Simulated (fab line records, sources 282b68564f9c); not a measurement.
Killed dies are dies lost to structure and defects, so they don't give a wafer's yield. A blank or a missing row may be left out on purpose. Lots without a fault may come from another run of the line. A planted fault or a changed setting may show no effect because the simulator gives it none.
fab line records | flow rit_cmos
record lots=12 wafers=36 last_day=7
route steps=202 shown SPACER@130 M1@202
lots that met no fault: from a run of the same line without faults
start_h: hours from the record's first day to the start of the lot's first wafer shown | wait_h: hours since the lot's step before | " the same as in the row above | L1.1+2: a row that stands for several wafers | - no value, or no start given | * or withheld: withheld | < > ~ a bound
route shown NAME@n: a module of which the file shows steps, and the number in the route of the first | usual: mean/standard deviation of fault-free wafers | same: alike in all rows | chamber/n: place in a boat | sites: the reading at each site | _std_site: their standard deviation | _edge_site: outer sites' mean less inner sites' | radius_mm: how far each site lies from the wafer's centre | mask NAME#n: copy n | behind: the tool/chamber that last shaped the wafer | hold: why the lot was held/for how many hours/how that ended | device: the transistor (n, p or np) that didn't switch | end of line: the same wafers' tests at the end of the route | a step without rows: its recipe alone | killed: dies lost to structure and defects at the first sort, not the wafer's yield | map: a wafer's dies, x killed, . not, _ none there
set.NAME: the setting as run; set.NAME@STEP: as run at that earlier step | model.NAME: the simulator's own value behind a step, which no gauge read
steps of the route over a sample of lots; a table a step, a row a wafer
services: from which hour (start_h, from the record's first day; less than 0 if before it) a tool's chamber was out of use, for how many hours, and why
## steps
# step RIT_SPACER_ETCHBACK_05
# recipe target_depth_a=2500 SF6_flow_sccm=30 CHF3_flow_sccm=30 target=Si3N4 chemistry=SF6/CHF3 pressure_mtorr=40 rf_w=250 time_s=240 stop_on=SiO2
# usual drypump_motor_current_A=5.7/0.36 oes_product_au=0.842/0.012 run_length_s=268.5/0.4 throttle_valve_pct=10.30/0.14
# columns lot.wafer tool chamber start_h wait_h drypump_motor_current_A oes_product_au rf_hours_counter_h run_length_s throttle_valve_pct
L407.1 rie_diel-03 0 46.47 0.1 5.8 0.848 103 267.9 10.33
L407.4 " 1 " " 6.3 0.855 75 268.7 10.30
L407.5 " 1 " " 6.3 0.850 - 268.2 10.33
L408.1 rie_diel-03 3 50.62 0.1 5.3 0.845 14 267.8 10.26
L408.2 " 2 " " 5.1 0.841 42 268.7 10.57
L408.4 " 1 " " 6.3 0.860 75 268.7 10.33
L409.2 rie_diel-01 1 56.68 0.0 5.8 0.867 151 268.3 10.21
L409.4 " 1 " " 5.8 0.855 - 268.3 10.21
L409.5 " 0 " " 5.7 0.817 - 268.2 10.12
L414.1 rie_diel-03 3 83.57 0.1 5.3 0.842 14 267.9 10.26
L414.2 " 2 " " 5.1 0.841 42 268.9 10.57
L414.5 " 0 " " 5.8 0.846 - 267.8 10.35
L418.2 rie_diel-01 1 106.23 0.0 5.8 0.866 152 268.2 10.21
L418.4 " 2 " " 5.8 0.853 71 268.7 10.47
L418.6 " 3 " " 5.4 0.631 - 386.3 10.23
L420.1 rie_diel-01 1 122.69 0.1 5.8 0.848 152 268.4 10.21
L420.4 " 3 " " 5.4 0.624 94 386.2 10.24
L420.5 " 3 " " 5.4 0.630 - 386.2 10.24
L421.2 rie_diel-04 0 126.36 0.0 5.3 0.846 26 269.0 10.41
L421.3 " 2 " " 5.7 0.845 9 268.6 9.98
L421.5 " 0 " " 5.2 0.838 - 268.4 10.40
L422.3 rie_diel-04 3 130.83 0.0 6.5 0.849 121 268.8 10.24
L422.4 " 1 " " 6.0 0.836 23 268.0 10.16
L422.5 " 0 " " 5.2 0.841 - 268.7 10.39
L424.2 rie_diel-03 3 137.71 0.0 5.3 0.847 15 268.1 10.24
L424.4 " 1 " " 6.3 0.846 77 268.2 10.30
L424.6 " 2 " " 5.0 0.846 - 268.7 10.58
L427.2 rie_diel-04 3 149.19 0.0 6.5 0.855 122 268.2 10.25
L427.4 " 3 " " 6.5 0.861 - 268.2 10.25
L427.5 " 3 " " 6.4 0.857 - 268.8 10.25
L428.3 rie_diel-04 2 153.49 0.0 5.6 0.848 9 268.8 10.00
L428.4 " 1 " " 5.9 0.835 - 268.2 10.17
L428.5 " 2 " " 5.6 0.848 - 268.6 10.00
L429.4 rie_diel-03 2 157.38 0.0 5.0 0.846 44 269.2 10.58
L429.5 " 2 " " 5.0 0.841 - 269.4 10.57
L429.6 " 1 " " 6.3 0.847 - 268.9 10.30
# step RIT_M1_PROBE_99
# usual killed_at_M0_to_M3=0.0/0.12 killed_at_contacts=0.1/0.23 killed_at_front_end=7/3 killed_dies=7/3.1 killed_on_rim=1.9/1.5 killed_open=3.3/2.1 killed_short=3.3/2
# same gross_dies=264 killed_at_M4_up=0 killed_at_back_side=0 killed_at_other=0
# columns lot.wafer tool chamber start_h wait_h killed_at_M0_to_M3 killed_at_contacts killed_at_front_end killed_dies killed_on_rim killed_open killed_short
L407.1 prober-02 - 58.67 0.1 0 0 12 12 4 7 5
L407.4 prober-02 - 58.82 0.2 0 0 10 10 2 2 8
L407.5 prober-02 - 58.87 0.2 0 0 13 13 3 9 4
L408.1 prober-01 - 62.16 0.1 0 0 6 6 1 3 3
L408.2 prober-01 - 62.21 0.1 0 0 3 3 1 1 2
L408.4 prober-01 - 62.31 0.2 0 0 7 7 3 4 3
L409.2 prober-02 - 67.69 0.1 0 0 6 6 4 3 3
L409.4 prober-02 - 67.79 0.2 0 1 6 7 2 4 3
L409.5 prober-02 - 67.84 0.2 0 0 6 6 2 2 4
L414.1 prober-01 - 95.12 0.1 0 0 7 7 3 5 2
L414.2 prober-01 - 95.17 0.1 0 0 5 5 0 3 2
L414.5 prober-01 - 95.32 0.2 0 0 4 4 1 2 2
L418.2 prober-02 - 118.49 0.1 0 0 7 7 1 5 2
L418.4 prober-02 - 118.59 0.2 0 0 3 3 1 0 3
L418.6 prober-02 - 118.69 0.2 0 0 4 4 2 4 0
L420.1 prober-01 - 133.97 0.1 0 0 2 2 1 1 1
L420.4 prober-01 - 134.12 0.2 0 0 8 8 2 3 5
L420.5 prober-01 - 134.17 0.2 0 0 5 5 2 1 4
L421.2 prober-02 - 137.62 0.1 0 0 9 9 2 4 5
L421.3 prober-02 - 137.67 0.2 1 0 11 12 4 5 7
L421.5 prober-02 - 137.77 0.2 0 0 5 5 3 4 1
L422.3 prober-01 - 143.77 0.2 0 1 4 5 1 4 1
L422.4 prober-01 - 143.82 0.2 0 0 2 2 0 0 2
L422.5 prober-01 - 143.87 0.2 0 0 7 7 2 5 2
L424.2 prober-01 - 148.69 0.1 0 0 4 4 0 2 2
L424.4 prober-01 - 148.79 0.2 0 0 7 7 3 4 3
L424.6 prober-01 - 148.89 0.2 0 0 6 6 0 3 3
L427.2 prober-02 - 165.10 0.1 0 1 6 7 2 2 5
L427.4 prober-02 - 165.20 0.2 0 0 5 5 1 2 3
L427.5 prober-02 - 165.25 0.2 0 0 4 4 0 1 3
L428.3 prober-01 - 165.15 0.2 0 0 9 9 5 4 5
L428.4 prober-01 - 165.20 0.2 0 0 7 7 1 4 3
L428.5 prober-01 - 165.25 0.2 0 0 6 6 3 5 1
L429.4 prober-02 - 169.96 0.2 0 0 12 12 6 7 5
L429.5 prober-02 - 170.01 0.2 0 0 12 12 4 8 4
L429.6 prober-02 - 170.06 0.2 0 0 7 7 2 2 5
# killed by level:class
L407.1 GATE:geometric_particle:open=3 REOX:geometric_particle:short=2 SILICIDE:geometric_particle:open=2 SILICIDE:geometric_particle:short=2 FOX1:geometric_particle:open=1 FOX1:geometric_particle:short=1 REOX:geometric_particle:open=1
L407.4 FOX1:geometric_particle:short=5 FOX1:geometric_particle:open=2 GATE:geometric_particle:short=2 SILICIDE:geometric_particle:short=1
L407.5 GATE:geometric_particle:open=3 REOX:geometric_particle:open=2 FOX1:geometric_particle:short=1 FOX1:geometric_particle:open=1 FOX2:geometric_particle:open=1 REOX:geometric_particle:short=1 SPACER:geometric_particle:short=1 SPACER:geometric_particle:open=1
L408.1 SILICIDE:geometric_particle:short=2 FOX1:geometric_particle:open=1 GATE:geometric_particle:short=1 GATE:geometric_particle:open=1 SILICIDE:geometric_particle:open=1
L408.2 FOX2:geometric_particle:short=1 GATE:geometric_particle:short=1 REOX:geometric_particle:open=1
L408.4 SILICIDE:geometric_particle:open=2 FOX1:geometric_particle:open=1 FOX2:geometric_particle:short=1 GATE:geometric_particle:open=1 REOX:geometric_particle:short=1 SPACER:geometric_particle:short=1
L409.2 FOX1:geometric_particle:open=2 FOX1:geometric_particle:short=1 FOX2:geometric_particle:short=1 GATE:geometric_particle:open=1 SPACER:geometric_particle:short=1
L409.4 GATE:geometric_particle:open=4 SPACER:geometric_particle:short=2 CONTACT:geometric_particle:short=1
L409.5 SILICIDE:geometric_particle:open=2 FOX1:geometric_particle:short=1 FOX2:geometric_particle:short=1 GATE:geometric_particle:short=1 SILICIDE:geometric_particle:short=1
L414.1 GATE:geometric_particle:open=2 SPACER:geometric_particle:open=2 FOX1:geometric_particle:open=1 SPACER:geometric_particle:short=1 SILICIDE:geometric_particle:short=1
L414.2 SILICIDE:geometric_particle:open=2 GATE:geometric_particle:open=1 GATE:geometric_particle:short=1 SILICIDE:geometric_particle:short=1
L414.5 FOX1:geometric_particle:short=1 GATE:geometric_particle:short=1 REOX:geometric_particle:open=1 SPACER:geometric_particle:open=1
L418.2 FOX1:geometric_particle:open=2 GATE:geometric_particle:open=2 FOX1:geometric_particle:short=1 GATE:geometric_particle:short=1 SPACER:geometric_particle:open=1
L418.4 FOX1:geometric_particle:short=1 GATE:geometric_particle:short=1 SILICIDE:geometric_particle:short=1
L418.6 FOX2:geometric_particle:open=2 REOX:geometric_particle:open=1 SPACER:geometric_particle:open=1
L420.1 FOX2:geometric_particle:short=1 GATE:geometric_particle:open=1
L420.4 GATE:geometric_particle:short=3 GATE:geometric_particle:open=2 REOX:geometric_particle:short=2 REOX:geometric_particle:open=1
L420.5 GATE:geometric_particle:short=2 FOX2:geometric_particle:short=1 FOX2:geometric_particle:open=1 SPACER:geometric_particle:short=1
L421.2 SPACER:geometric_particle:short=3 FOX1:geometric_particle:short=1 FOX1:geometric_particle:open=1 GATE:geometric_particle:open=1 GATE:geometric_particle:short=1 SPACER:geometric_particle:open=1 SILICIDE:geometric_particle:open=1
L421.3 FOX1:geometric_particle:open=2 FOX2:geometric_particle:short=2 GATE:geometric_particle:open=2 FOX1:geometric_particle:short=1 GATE:geometric_particle:short=1 REOX:geometric_particle:open=1 SPACER:geometric_particle:short=1 SILICIDE:geometric_particle:short=1
L421.5 FOX2:geometric_particle:open=2 REOX:geometric_particle:short=1 SPACER:geometric_particle:open=1 SILICIDE:geometric_particle:open=1
L422.3 FOX2:geometric_particle:open=1 GATE:geometric_particle:open=1 REOX:geometric_particle:open=1 REOX:geometric_particle:short=1 CONTACT:geometric_particle:open=1
L422.4 GATE:geometric_particle:short=1 REOX:geometric_particle:short=1
L422.5 REOX:geometric_particle:open=2 FOX2:geometric_particle:open=1 GATE:geometric_particle:short=1 GATE:geometric_particle:open=1 SPACER:geometric_particle:short=1 SPACER:geometric_particle:open=1
L424.2 FOX2:geometric_particle:short=1 GATE:geometric_particle:short=1 GATE:geometric_particle:open=1 SPACER:geometric_particle:open=1
L424.4 GATE:geometric_particle:short=3 SPACER:geometric_particle:open=2 FOX1:geometric_particle:open=1 GATE:geometric_particle:open=1
L424.6 FOX1:geometric_particle:open=3 FOX1:geometric_particle:short=1 SPACER:geometric_particle:short=1 SILICIDE:geometric_particle:short=1
L427.2 REOX:geometric_particle:short=2 GATE:geometric_particle:open=1 GATE:geometric_particle:short=1 SILICIDE:geometric_particle:open=1 SILICIDE:geometric_particle:short=1 CONTACT:geometric_particle:short=1
L428.3 GATE:geometric_particle:open=3 GATE:geometric_particle:short=3 FOX1:geometric_particle:open=1 FOX1:geometric_particle:short=1 SILICIDE:geometric_particle:short=1
L427.4 REOX:geometric_particle:short=2 SPACER:geometric_particle:open=2 SPACER:geometric_particle:short=1
L428.4 SPACER:geometric_particle:open=2 SILICIDE:geometric_particle:short=2 GATE:geometric_particle:open=1 REOX:geometric_particle:short=1 SILICIDE:geometric_particle:open=1
L427.5 SILICIDE:geometric_particle:short=2 FOX1:geometric_particle:open=1 FOX2:geometric_particle:short=1
L428.5 FOX2:geometric_particle:open=2 REOX:geometric_particle:open=2 REOX:geometric_particle:short=1 SILICIDE:geometric_particle:open=1
L429.4 SILICIDE:geometric_particle:open=5 FOX1:geometric_particle:short=2 FOX2:geometric_particle:open=2 GATE:geometric_particle:short=2 REOX:geometric_particle:short=1
L429.5 SPACER:geometric_particle:short=3 REOX:geometric_particle:open=2 SPACER:geometric_particle:open=2 SILICIDE:geometric_particle:open=2 FOX1:geometric_particle:open=1 GATE:geometric_particle:open=1 GATE:geometric_particle:short=1
L429.6 REOX:geometric_particle:short=2 SILICIDE:geometric_particle:open=2 GATE:geometric_particle:short=1 SPACER:geometric_particle:short=1 SILICIDE:geometric_particle:short=1
## services
# columns tool chamber start_h hours kind
rie_diel-03 - 43.61 0.3 repair
rie_diel-04 - 44.32 1.1 repair
rie_diel-03 2 51.61 5.6 repair
rie_diel-01 3 55.12 1.8 repair
rie_diel-04 1 72.82 5.1 repair
rie_diel-03 3 79.51 4.0 repair
rie_diel-03 - 102.42 0.3 repair
rie_diel-04 0 134.61 20.5 repair
rie_diel-01 1 135.40 - clean
rie_diel-01 1 135.40 14.6 scheduled_down
rie_diel-01 1 135.40 14.6 vent_cycle
rie_diel-04 2 147.52 5.1 repair
## key
first_sign step=RIT_SPACER_ETCHBACK_05 reading=run_length_s direction=up sigmas=99+ usual=* struck=*
effect step=RIT_SPACER_ETCHBACK_05 reading=oes_product_au direction=down sigmas=18 usual=0.842 struck=0.628
met_at RIT_SPACER_ETCHBACK_05
struck_lots L418,L420
struck_wafers L418.6,L420.4,L420.5
tester_left_out L418,L420
fault kind=process_parameter_drift tool=rie_diel-01 chamber=3 onset_h=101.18 steps=RIT_SPACER_ETCHBACK_05 channel=time_s offset=* shape=step end_h=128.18 acts_in=* stated=*
# tester_left_out: of these lots the tester's yield and bins aren't shown, on N5 and GAA mostly nor the transistor test; their killed dies are dies lost to structure and defects alone, not to doping, threshold or leakage, so they don't give the yield
